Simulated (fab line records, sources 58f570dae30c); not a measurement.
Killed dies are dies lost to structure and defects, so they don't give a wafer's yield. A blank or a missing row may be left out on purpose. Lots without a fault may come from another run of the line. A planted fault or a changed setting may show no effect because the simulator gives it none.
Which tool did it? | flow berkeley_cmos170 | 14 lots, 42 wafers sampled, at 6 steps of a route of 331

WHAT THE GAUGES READ, wafer by wafer
UCB170_PSD_CD_MEAS_06: target cd 1200 nm.
lot  | measured     | on        | cd_nm (nm)
L700 | day 8 11:44  | cd_sem-02 | 1198.6 1196.6 1197.4
L699 | day 8 11:47  | cd_sem-01 | 1197.7 1197.9 1197.2
L698 | day 8 16:11  | cd_sem-01 | 1199.4 1199.8 1200.9
L701 | day 8 16:26  | cd_sem-02 | 1201.8 1200.6 1200.2
L705 | day 9 03:53  | cd_sem-02 | 1202.0 1201.4 1200.7
L709 | day 9 11:29  | cd_sem-01 | 1202.3 1201.6 1202.5
L710 | day 10 01:53 | cd_sem-01 | 1201.8 1201.2 1202.1
L707 | day 10 02:02 | cd_sem-02 | 1200.1 1199.1 1198.8
L715 | day 11 10:16 | cd_sem-01 | 1198.6 1198.2 1198.4
L718 | day 11 10:23 | cd_sem-02 | 1196.2 1198.8 1198.0
L716 | day 11 10:32 | cd_sem-01 | 1200.2 1200.3 1199.1
L717 | day 11 10:37 | cd_sem-02 | 1202.3 1201.5 1203.1
L720 | day 12 12:05 | cd_sem-01 | 1197.0 1198.6 1198.4
L719 | day 12 12:19 | cd_sem-01 | 1200.3 1198.1 1199.7

UCB170_PSD_TW_MEAS_10.
lot  | measured     | on            | PSD_TW
L700 | day 8 12:08  | film_metro-04 | 2327 2325 2328
L699 | day 8 12:15  | film_metro-04 | 2319 2309 2327
L698 | day 8 16:34  | film_metro-04 | 2319 2333 2316
L701 | day 8 16:50  | film_metro-03 | 2322 2321 2314
L705 | day 9 04:18  | film_metro-04 | 2324 2323 2312
L709 | day 9 11:53  | film_metro-03 | 2317 2318 2331
L710 | day 10 02:16 | film_metro-03 | 2329 2322 2332
L707 | day 10 02:27 | film_metro-03 | 2333 2329 2337
L715 | day 11 10:46 | film_metro-04 | 2329 2332 2330
L718 | day 11 10:56 | film_metro-01 | 2318 2331 2332
L716 | day 11 11:13 | film_metro-03 | 2314 2314 2308
L717 | day 11 11:22 | film_metro-01 | 2342 2346 2340
L720 | day 12 12:28 | film_metro-04 | 2328 2320 2321
L719 | day 12 12:43 | film_metro-04 | 2326 2328 2323

UCB170_SILICIDE_RS_MEAS_02: measures by four-point-probe.
lot  | measured     | on            | SILICIDE_TI_RS (ohm/sq)
L700 | day 8 20:00  | film_metro-02 | 26.9 27.0 26.7
L699 | day 8 20:25  | film_metro-02 | 25.5 25.5 25.4
L698 | day 8 21:56  | film_metro-02 | 26.3 26.7 26.4
L701 | day 8 22:16  | film_metro-02 | 26.0 26.0 26.3
L705 | day 9 10:46  | film_metro-02 | 21.5 21.2 21.4
L709 | day 9 17:25  | film_metro-02 | 20.9 21.1 21.1
L710 | day 10 07:58 | film_metro-03 | 26.4 26.2 26.1
L707 | day 10 07:56 | film_metro-02 | 26.2 26.2 25.9
L715 | day 11 14:26 | film_metro-02 | 25.8 26.5 26.1
L718 | day 11 14:40 | film_metro-02 | 26.3 26.3 26.0
L716 | day 11 14:58 | film_metro-03 | 26.0 26.3 26.2
L717 | day 11 15:21 | film_metro-02 | 26.3 26.6 27.0
L720 | day 12 16:09 | film_metro-02 | 26.3 26.1 26.3
L719 | day 12 16:35 | film_metro-03 | 26.0 26.2 26.2

UCB170_SILICIDE_THK_MEAS_03: measures by xrf.
lot  | measured     | on            | SILICIDE_TI_THK (nm)
L700 | day 8 20:07  | film_metro-02 | 29.7 29.3 29.4
L699 | day 8 20:32  | film_metro-02 | 30.8 30.7 30.7
L698 | day 8 22:03  | film_metro-02 | 30.0 29.6 29.9
L701 | day 8 22:23  | film_metro-02 | 30.3 30.1 30.0
L705 | day 9 10:53  | film_metro-02 | 35.6 36.0 35.6
L709 | day 9 17:32  | film_metro-02 | 36.6 36.1 36.2
L710 | day 10 08:04 | film_metro-03 | 29.8 30.0 30.0
L707 | day 10 08:03 | film_metro-02 | 29.9 29.9 30.2
L715 | day 11 14:34 | film_metro-02 | 30.2 29.7 30.1
L718 | day 11 14:46 | film_metro-02 | 30.1 30.0 30.5
L716 | day 11 15:05 | film_metro-03 | 30.2 29.9 30.0
L717 | day 11 15:28 | film_metro-02 | 29.9 29.7 29.2
L720 | day 12 16:15 | film_metro-02 | 30.0 30.1 30.0
L719 | day 12 16:43 | film_metro-03 | 30.1 29.9 29.9

WHICH TOOL RAN EACH LOT (tool, then ch and the chambers of the sampled wafers, then the start)
lot  | UCB170_SDANNEAL_RTA_01           | UCB170_SILICIDE_SPUTTER_01
L700 | rtp_anneal-02 ch 0, day 8 19:19  | pvd_sputter-01, day 8 19:55
L699 | rtp_anneal-01 ch 0, day 8 19:46  | pvd_sputter-04, day 8 20:22
L698 | rtp_anneal-01 ch 0, day 8 21:14  | pvd_sputter-01, day 8 21:53
L701 | rtp_anneal-02 ch 0, day 8 21:20  | pvd_sputter-04, day 8 22:14
L705 | rtp_anneal-01 ch 0, day 9 10:08  | pvd_sputter-02, day 9 10:44
L709 | rtp_anneal-01 ch 0, day 9 16:47  | pvd_sputter-02, day 9 17:23
L710 | rtp_anneal-01 ch 0, day 10 07:19 | pvd_sputter-04, day 10 07:53
L707 | rtp_anneal-02 ch 0, day 10 07:17 | pvd_sputter-01, day 10 07:53
L715 | rtp_anneal-01 ch 0, day 11 13:48 | pvd_sputter-01, day 11 14:25
L718 | rtp_anneal-02 ch 0, day 11 13:49 | pvd_sputter-04, day 11 14:25
L716 | rtp_anneal-01 ch 0, day 11 14:20 | pvd_sputter-01, day 11 14:56
L717 | rtp_anneal-01 ch 0, day 11 14:43 | pvd_sputter-04, day 11 15:19
L720 | rtp_anneal-01 ch 0, day 12 15:29 | pvd_sputter-01, day 12 16:05
L719 | rtp_anneal-01 ch 0, day 12 15:54 | pvd_sputter-01, day 12 16:34
- UCB170_SDANNEAL_RTA_01: time 5 s.
- UCB170_SILICIDE_SPUTTER_01: material Ti, target thk 30 nm, time 25 s.

WHAT THE TOOLS THEMSELVES READ (means of the sampled wafers that have a number; where no wafer has one, the mark that the record gives instead)
UCB170_SDANNEAL_RTA_01.
lot  | tool          | chamber_o2_ppm | lamp_power_pct (%) | wafer_temp_C_max
L700 | rtp_anneal-02 | 1.990          | 49                 | 1055.8
L699 | rtp_anneal-01 | 1.985          | 34                 | 1054.4
L698 | rtp_anneal-01 | 1.993          | 34                 | 1055.6
L701 | rtp_anneal-02 | 2.007          | 49                 | 1054.4
L705 | rtp_anneal-01 | 2.000          | 34                 | 1053.9
L709 | rtp_anneal-01 | 1.993          | 34                 | 1053.2
L710 | rtp_anneal-01 | 1.978          | 34                 | 1054.1
L707 | rtp_anneal-02 | 1.975          | 49                 | 1056.3
L715 | rtp_anneal-01 | 1.986          | 34                 | 1054.3
L718 | rtp_anneal-02 | 1.987          | 49                 | 1055.6
L716 | rtp_anneal-01 | 1.993          | 34                 | 1054.0
L717 | rtp_anneal-01 | 1.988          | 34                 | 1055.4
L720 | rtp_anneal-01 | 2.004          | 34                 | 1055.2
L719 | rtp_anneal-01 | 2.018          | 34                 | 1055.1

UCB170_SILICIDE_SPUTTER_01.
lot  | tool           | chamber_pressure_pa (Pa) | throttle_valve_pct (%)
L700 | pvd_sputter-01 | 0.5007                   | 29.8
L699 | pvd_sputter-04 | 0.4995                   | 29.7
L698 | pvd_sputter-01 | 0.4998                   | 29.7
L701 | pvd_sputter-04 | 0.4993                   | 30.4
L705 | pvd_sputter-02 | 0.5003                   | 30.5
L709 | pvd_sputter-02 | 0.5013                   | 30.6
L710 | pvd_sputter-04 | 0.4999                   | 29.9
L707 | pvd_sputter-01 | 0.5010                   | 29.7
L715 | pvd_sputter-01 | 0.5000                   | 29.6
L718 | pvd_sputter-04 | 0.5010                   | 29.7
L716 | pvd_sputter-01 | 0.5000                   | 29.8
L717 | pvd_sputter-04 | 0.4999                   | 30.4
L720 | pvd_sputter-01 | 0.4997                   | 29.7
L719 | pvd_sputter-01 | 0.5004                   | 29.6

THE ANSWER, worked out from the rows above alone
Rule: what is usual is taken from the lots themselves. Put in order of their means at a reading, lots are off if they are a third of the lots or fewer, leave a main group of 4 or more, and stand apart from it by a gap of 3 or more times the standard deviation of the main group's means; of several such gaps the widest counts. A main group whose means are all the same, to the digits that the tables above print for the reading, isn't used. A lot without any number at a reading at which 4 lots or more have one is off too. The other lots that the step has rows for count as sound. The gauges are gone through in route order, then the tools' own readings, and for those a lot's mean is taken as printed above. The first step at which some lot is off is used, and at that step the reading that is off furthest; a lot without a number counts as furthest.
Off: L705, L709, at UCB170_SILICIDE_RS_MEAS_02 (SILICIDE_TI_RS). The main group: mean 26.2 ohm/sq, standard deviation 0.32.
A tool fits if, at a process step before that reading, it ran every lot that is off, and no sound lot after the first of them. The gauges at UCB170_SILICIDE_RS_MEAS_02 aren't tried: what is off there is off at UCB170_SILICIDE_SPUTTER_01 too, on other tools, and a gauge's error can't cause that. One fits: pvd_sputter-02 at UCB170_SILICIDE_SPUTTER_01. It ran no sound lot before its first lot that is off in this sample, so the start can't be narrowed down.

WHAT THE SIMULATOR HAD PUT IN
Process parameter drift: pvd_sputter-02, from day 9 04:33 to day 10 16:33, at UCB170_SILICIDE_SPUTTER_01. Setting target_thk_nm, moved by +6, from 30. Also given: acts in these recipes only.
Lots struck among those shown: L705, L709. The rule above found the same.
